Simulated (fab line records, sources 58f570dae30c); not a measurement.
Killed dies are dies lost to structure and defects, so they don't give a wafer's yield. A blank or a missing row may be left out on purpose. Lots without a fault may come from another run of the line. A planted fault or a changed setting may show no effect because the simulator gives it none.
Problem report in the 8D (eight disciplines) form, filled by code | flow berkeley_cmos170 | the parts of the form that need people (team, actions taken, sign-off) are left out

1. THE PROBLEM
V2_POLISHED_THK at UCB170_V2_THK_MEAS_04 reads a mean of 1353.8 nm on 9 wafers of 3 lots; wafers without a fault read 1000.2 nm with a standard deviation of 1.1. That is +99 or more standard deviations from the usual mean.
First seen on wafer L204.2, day 10 17:44, on film_metro-02. The record holds 45 wafers of 15 lots with a number at this step. Rule for "out", or "out of limits": more than 4 standard deviations from the usual mean. The other wafers with a number count as sound.

2. WHAT IT IS AND WHAT IT IS NOT
question                    | is                           | is not
which readings at this step | V2_POLISHED_THK              | -
which lots                  | L203, L204, L205             | L194, L195, L196, L198, L199, L201, L202, L206, L208, L213, L215, L216
which wafers of those lots  | all that have a number       | -
read on which gauges        | film_metro-02, film_metro-04 | film_metro-01
when                        | from day 10 17:44            | up to then (21 sound wafers); but 15 sound wafers of L206, L208, L213, L215, L216 came after

3. SUSPECTS, AND WHAT RULES EACH OUT
Counting: a tool at a process step up to the reading stays a suspect if it ran every lot that is out and no sound lot after the first of them.
- the gauge at UCB170_V2_THK_MEAS_04: ruled out. The wafers that are out were read on 2 gauges (film_metro-02, film_metro-04).
- cmp-02 at UCB170_V2_CMP_02 (polishes SiO2): kept. It ran every lot that is out, first L204 (day 10 17:21), and no sound lot after that; its last sound lot up to then is L201 (day 10 08:20).
Left after counting: cmp-02 at UCB170_V2_CMP_02.

4. THE CAUSE (what the simulator had put in)
Process parameter drift: cmp-02, from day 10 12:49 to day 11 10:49, at UCB170_V2_CMP_02. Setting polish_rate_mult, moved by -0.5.
Counting left only this tool.

5. THE CHAIN OF EFFECTS, in route order
Each row: a reading whose mean over the struck wafers that have a number lies more than 3 standard deviations from the usual. Only readings for which the record gives a usual standard deviation are gone through. hours: the time from each lot's start at the first step in this table that gives one to its start at this step, as a median over the lots. sigmas: the change in usual standard deviations.
hours | step                  | reading              | usual      | on struck wafers | change | sigmas
0     | UCB170_V2_THK_MEAS_04 | V2_POLISHED_THK      | 1000.2 nm  | 1353.8           | +353.6 | +99 or more
2     | UCB170_V2_ETCH_14     | oes_product_au       | 0.873 a.u. | 0.996            | +0.123 | +10
5     | UCB170_M3_PROBE_99    | defect_limited_yield | 98.9 %     | 0.0              | -98.9  | -99 or more
5     | UCB170_M3_PROBE_99    | killed_at_M0_to_M3   | 0.8        | 261.9            | +261.1 | +99 or more
5     | UCB170_M3_PROBE_99    | killed_dies          | 2.9        | 263.9            | +261.0 | +99 or more
5     | UCB170_M3_PROBE_99    | killed_on_rim        | 0.7        | 69.9             | +69.2  | +90
5     | UCB170_M3_PROBE_99    | sort_bin_5_function  | 0.6 %      | 99.6             | +99.0  | +99 or more
5     | UCB170_M3_PROBE_99    | sort_n_pass          | 261.1      | 0.1              | -261.0 | -99 or more
5     | UCB170_M3_PROBE_99    | sort_yield_pct       | 98.9 %     | 0.0              | -98.9  | -99 or more
The process steps in it:
- UCB170_V2_ETCH_14: etches SiO2 in CHF3/CF4/Ar, stops on Al, target depth 1250 nm, time 291 s.
- UCB170_M3_PROBE_99
Later measuring or inspecting steps at which every struck wafer that the step has a row for has a number for every such reading, and none has moved that far: UCB170_V2_CD_MEAS_12.

6. WHAT WOULD HAVE CAUGHT IT SOONER
In this record the first reading out of limits at a measuring or inspecting step was taken at day 10 17:44, 5 hours after the fault began at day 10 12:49.
Of the tool readings at UCB170_V2_CMP_02 for which the record gives a usual standard deviation, none was out on any struck wafer, so an alarm limit of 4 standard deviations on them would not have fired.
Of the lots that are out (3), L203, L205 began UCB170_V2_CMP_02 on cmp-02 after day 10 17:44. A hold on the tool at that time would have spared those 2.
